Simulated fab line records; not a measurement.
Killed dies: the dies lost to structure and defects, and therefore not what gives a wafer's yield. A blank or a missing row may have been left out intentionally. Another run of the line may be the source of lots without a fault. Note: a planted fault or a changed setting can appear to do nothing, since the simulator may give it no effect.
Which tool was responsible? -- flow berkeleyCmos170 -- Sampling: 14 lots, 42 wafers, 5 of 331 route steps

## WHAT THE GAUGES SHOWED, per wafer
UCB170_PWELL_THK_MEAS_06. Usual: PWELL_NITRIDE_THK gives 221.1 nm (standard deviation 2.2).
lot,measured,on,PWELL_NITRIDE_THK (nm),flag
L895,day 3 11:48,filmMetro-02,222.3 221.4 223.6,
L896,day 3 23:28,filmMetro-01,220.2 217.9 216.8,
L898,day 4 15:13,filmMetro-01,222.6 224.3 222.5,
L899,day 4 15:17,filmMetro-01,221.0 223.1 223.0,
L903,day 4 15:18,filmMetro-02,222.3 223.9 221.7,
L901,day 4 21:19,filmMetro-02,221.2 220.2 221.0,
L904,day 5 05:34,filmMetro-02,223.3 221.0 221.7,
L905,day 5 05:34,filmMetro-04,218.7 219.0 217.4,
L909,day 6 08:45,filmMetro-04,218.5 216.8 218.0,
L910,day 6 08:46,filmMetro-01,216.9 218.7 216.1,
L912,day 7 00:12,filmMetro-02,220.7 219.5 218.0,
L913,day 7 00:13,filmMetro-04,223.9 223.5 224.2,
L916,day 7 19:24,filmMetro-04,224.3 223.5 224.4,
L918,day 8 02:13,filmMetro-02,222.1 221.5 221.2,

UCB170_GATE_THK_MEAS_02. Usual: GATE_OXIDE_THK gives 6.57 nm (standard deviation 0.085).
lot,measured,on,GATE_OXIDE_THK (nm),flag
L895,day 6 23:26,filmMetro-03,6.34 6.34 6.36,
L896,day 7 15:31,filmMetro-02,6.53 6.59 6.58,
L898,day 8 10:14,filmMetro-03,6.61 6.59 6.68,
L899,day 8 10:13,filmMetro-02,6.53 6.46 6.41,
L903,day 8 10:11,filmMetro-03,6.50 6.54 6.54,
L901,day 8 10:08,filmMetro-04,6.58 6.49 6.44,
L904,day 8 17:41,filmMetro-03,5.71 5.82 5.81,OFF
L905,day 8 17:41,filmMetro-02,5.76 5.81 5.88,OFF
L909,day 9 17:32,filmMetro-02,6.48 6.58 6.65,
L910,day 9 17:37,filmMetro-04,6.68 6.61 6.56,
L912,day 10 18:44,filmMetro-02,6.59 6.57 6.58,
L913,day 10 18:46,filmMetro-03,6.66 6.46 6.56,
L916,day 11 05:53,filmMetro-02,6.59 6.76 6.76,
L918,day 11 13:22,filmMetro-02,6.64 6.58 6.64,

UCB170_NLDD_CD_MEAS_06: the cd target is 1200 nm. Usual: 1200.3 nm for cdNm, sd 1.6.
lot,measured,on,cdNm (nm),flag
L895,day 7 12:16,cdSem-02,1200.9 1202.5 1201.6,
L896,day 8 04:53,cdSem-02,1199.8 1200.1 1199.2,
L898,day 9 00:48,cdSem-02,1200.2 1201.2 1199.1,
L899,day 9 00:33,cdSem-01,1199.5 1199.7 1198.8,
L903,day 9 01:19,cdSem-02,1204.6 1204.7 1204.6,
L901,day 9 00:27,cdSem-02,1202.5 1204.6 1202.8,
L904,day 9 05:25,cdSem-01,1200.9 1201.1 1199.9,
L905,day 9 04:55,cdSem-02,1200.3 1200.7 1199.6,
L909,day 10 07:56,cdSem-01,1201.1 1200.5 1201.4,
L910,day 10 08:12,cdSem-02,1199.9 1199.2 1200.7,
L912,day 11 04:44,cdSem-01,1201.5 1202.5 1202.3,
L913,day 11 06:00,cdSem-01,1200.0 1198.8 1198.6,
L916,day 11 18:59,cdSem-01,1199.8 1197.5 1199.4,
L918,day 12 04:27,cdSem-01,1200.0 1200.1 1200.5,

## EACH LOT AND THE TOOL THAT RAN IT (in order: tool; ch and the chambers of the sampled wafers; start)
lot,UCB170_GATE_OXIDATION_01,UCB170_PLDD_STRIP_10
L895,"furnace-02 ch 0, day 6 21:55","plasmaAsher-03 ch 0,1, day 7 10:47"
L896,"furnace-02 ch 0, day 7 13:59","plasmaAsher-03 ch 0,1, day 8 03:34"
L898,"furnace-02 ch 0, day 8 08:38","plasmaAsher-01 ch 0,1, day 8 22:52"
L899,"furnace-02 ch 0, day 8 08:38","plasmaAsher-04 ch 0,1, day 8 22:36"
L903,"furnace-02 ch 0, day 8 08:38","plasmaAsher-03 ch 0,1, day 8 23:23"
L901,"furnace-02 ch 0, day 8 08:38","plasmaAsher-03 ch 0,1, day 8 22:32"
L904,"furnace-02 ch 0, day 8 16:10","plasmaAsher-01 ch 1, day 9 04:07"
L905,"furnace-02 ch 0, day 8 16:10","plasmaAsher-03 ch 0,1, day 9 03:45"
L909,"furnace-01 ch 0, day 9 16:02","plasmaAsher-04 ch 0,1, day 10 06:22"
L910,"furnace-01 ch 0, day 9 16:02","plasmaAsher-03 ch 0,1, day 10 06:40"
L912,"furnace-04 ch 0, day 10 17:14","plasmaAsher-03 ch 0,1, day 11 02:21"
L913,"furnace-04 ch 0, day 10 17:14","plasmaAsher-03 ch 0,1, day 11 03:08"
L916,"furnace-01 ch 0, day 11 04:22","plasmaAsher-04 ch 0,1, day 11 17:40"
L918,"furnace-01 ch 0, day 11 11:52","plasmaAsher-01 ch 0,1, day 12 02:24"
- UCB170_GATE_OXIDATION_01: target thk 6.6 nm, ox time 1800 s.
- UCB170_PLDD_STRIP_10: strips in O2.

## AS READ BY THE TOOLS THEMSELVES (means over the sampled wafers that have a number; for cases with no such wafer, the mark the record gives instead)
UCB170_GATE_OXIDATION_01. Usual: spikeTcCentreC 852.8 C, standard deviation 1.3; spikeTcLoadC 873.4 C, standard deviation 2.5; spikeTcSourceC 872.0 C, standard deviation 1.9; tubeCenterTempC 850 C, standard deviation 0.082; tube_center_temp_C_max 852.2, standard deviation 0.36.
lot,tool,spikeTcCentreC (C),spikeTcLoadC (C),spikeTcSourceC (C),tubeCenterTempC (C),tube_center_temp_C_max,flag
L895,furnace-02,852.4,870.8,870.6,850,852.2,
L896,furnace-02,853.1,872.1,871.4,850,852.1,
L898,furnace-02,852.0,872.4,870.2,850,852.0,
L899,furnace-02,853.0,871.3,870.4,850,852.2,
L903,furnace-02,852.3,872.3,871.1,850,852.1,
L901,furnace-02,851.7,872.3,871.8,850,852.1,
L904,furnace-02,843.8,862.3,861.2,841,843.4,OFF
L905,furnace-02,843.2,863.2,861.1,841,843.1,OFF
L909,furnace-01,852.6,877.0,873.2,850,852.0,
L910,furnace-01,853.3,876.3,874.4,850,852.1,
L912,furnace-04,851.7,871.3,870.2,850,851.9,
L913,furnace-04,851.7,871.8,870.2,850,852.1,
L916,furnace-01,854.0,876.5,875.0,850,852.1,
L918,furnace-01,853.4,875.9,873.9,850,852.4,

UCB170_PLDD_STRIP_10. Usual: drypumpMotorCurrentA 5.8 A, standard deviation 0.48; oesProductAu 0.734 a.u., standard deviation 0.0045; stripTimeToEndpointS 21.59 s, standard deviation 0.077.
lot,tool,drypumpMotorCurrentA (A),oesProductAu (a.u.),stripTimeToEndpointS (s),flag
L895,plasmaAsher-03,5.5,0.732,21.68,
L896,plasmaAsher-03,5.5,0.732,21.61,
L898,plasmaAsher-01,5.7,0.739,21.50,
L899,plasmaAsher-04,6.4,0.730,21.57,
L903,plasmaAsher-03,5.5,0.738,21.45,
L901,plasmaAsher-03,5.5,0.731,21.64,
L904,plasmaAsher-01,5.4,0.731,21.71,
L905,plasmaAsher-03,5.5,0.732,21.55,
L909,plasmaAsher-04,6.3,0.732,21.65,
L910,plasmaAsher-03,5.5,0.736,21.69,
L912,plasmaAsher-03,5.4,0.735,21.59,
L913,plasmaAsher-03,5.5,0.736,21.65,
L916,plasmaAsher-04,6.3,0.734,21.61,
L918,plasmaAsher-01,6.1,0.735,21.59,

## THE ANSWER, worked out from the rows above alone
Rule: lot off if the mean of its wafers having a number is beyond 3 standard deviations from the usual mean. Also off: a lot with no number at a reading for which 4 or more lots have one. The other lots that the step has rows for count as sound. Order of review: gauges by route order, followed by the tools' own readings, for which a lot's mean as printed above is used. At the first step where some lot is off, the reading lying furthest off is the one used; lots without a number count as furthest.
Off: at UCB170_GATE_THK_MEAS_02 (GATE_OXIDE_THK), L904, L905.
If a tool, at a process step before that reading, ran all the lots that are off and no sound lot after the first of them, it fits. Not tried: the gauges at UCB170_GATE_THK_MEAS_02; whatever is off there is also off at UCB170_GATE_OXIDATION_01, on other tools, and gauge error can't account for it. One candidate fits, namely furnace-02 at UCB170_GATE_OXIDATION_01. Its last sound lot is L898 (day 8 08:38), its first lot that is off L904 (day 8 16:10): a fault that began between those two fits.
The tool's own readings at UCB170_GATE_OXIDATION_01 bear it out: on the lots that are off they differ by more than 5 times the standard deviation of the sound lots' means. spikeTcCentreC reads 843.5 C there against 852.6 C on the sound lots; spikeTcSourceC reads 861.2 C there against 871.9 C on the sound lots; tubeCenterTempC reads 841 C there against 850 C on the sound lots; tube_center_temp_C_max reads 843.2 there against 852.1 on the sound lots.

## WHAT HAD BEEN PUT IN BY THE SIMULATOR
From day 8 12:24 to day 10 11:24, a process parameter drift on furnace-02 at UCB170_GATE_OXIDATION_01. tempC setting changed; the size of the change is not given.
Struck lots among those shown: L904, L905. The rule given above showed the same thing.
